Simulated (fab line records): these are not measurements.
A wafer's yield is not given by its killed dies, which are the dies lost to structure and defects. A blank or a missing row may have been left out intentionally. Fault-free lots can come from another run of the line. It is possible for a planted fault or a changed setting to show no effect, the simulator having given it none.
8D (eight disciplines) problem report, filled in by code -- flow berkeley-cmos170 -- the parts of the form that need people (team, actions taken, sign-off) are left out

## 1. WHAT WENT WRONG
NVT_TW at UCB170_NVT_TW_MEAS_09 reads a mean of 569 on 6 wafers of 2 lots; wafers without a fault read 524 with a standard deviation of 3.7. Measured from the usual mean, that is +12 standard deviations.
First seen on wafer L319.1, day 8 19:41, on film-metro-04. Wafers with a number at this step in the record: 42, from 14 lots. By rule, "out" or "out of limits" means more than 4 standard deviations away from the usual mean. All remaining wafers that have a number are taken as sound.

## 2. WHAT THIS IS AND IS NOT
question,is,is not
which readings at this step,NVT_TW,-
which lots,"L319, L325","L310, L311, L312, L313, L314, L315, L317, L318, L327, L329, L330, L331"
which wafers of those lots,all that have a number,-
read on which gauges,"film-metro-01, film-metro-04",film-metro-02
when,from day 8 19:41,"up to then (24 sound wafers); but 12 sound wafers of L327, L329, L330, L331 came after"

## 3. SUSPECTS, AND WHAT RULES EACH OUT
Counting: a tool at a process step up to the reading stays a suspect if it ran every lot that is out and no sound lot after the first of them.
- the gauge at UCB170_NVT_TW_MEAS_09: ruled out. The wafers that are out were read on 2 gauges (film-metro-01, film-metro-04).
- implanter-04 at UCB170_NVT_IMPLANT_07: kept. It ran every lot that is out, first L319 (day 8 19:26), and no sound lot after that; its last sound lot up to then is L318 (day 7 20:58). Its own beam-energy-keV readings are out on those wafers.
Remaining after the count: implanter-04 at UCB170_NVT_IMPLANT_07.

## 4. THE CAUSE (what the simulator had put in)
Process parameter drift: implanter-04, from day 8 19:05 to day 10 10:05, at UCB170_NVT_IMPLANT_07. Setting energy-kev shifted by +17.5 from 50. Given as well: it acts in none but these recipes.
This tool alone remained once counting was done.

## 5. SEQUENCE OF EFFECTS, ordered by route
One row per reading whose mean, taken over the struck wafers that have a number, lies over 3 standard deviations from the usual. Readings are gone through only where the record gives a usual standard deviation; hours: the median, over the lots, of the time from a lot's start at the first step in this table giving one to that lot's start at this step; sigmas: the change measured in usual standard deviations.
hours,step,reading,usual,on struck wafers,change,sigmas
0,UCB170_NVT_IMPLANT_07,beam-energy-keV,49.999,67.502,+17.503,+99 or more
0,UCB170_NVT_TW_MEAS_09,NVT_TW,524,569,+45,+12
Its process steps:
- UCB170_NVT_IMPLANT_07

## 6. WHAT WOULD HAVE CAUGHT IT SOONER
In this record the first reading out of limits at a measuring or inspecting step was taken at day 8 19:41, 1 hour after the fault began at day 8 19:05.
The tool's own readings at UCB170_NVT_IMPLANT_07 were out on every struck wafer that the step has a row for (beam-energy-keV): an alarm limit on them would have fired on the first of those.
L325, from the lots that are out (2), started UCB170_NVT_IMPLANT_07 on implanter-04 later than day 8 19:41. Holding the tool at that time would have saved it.
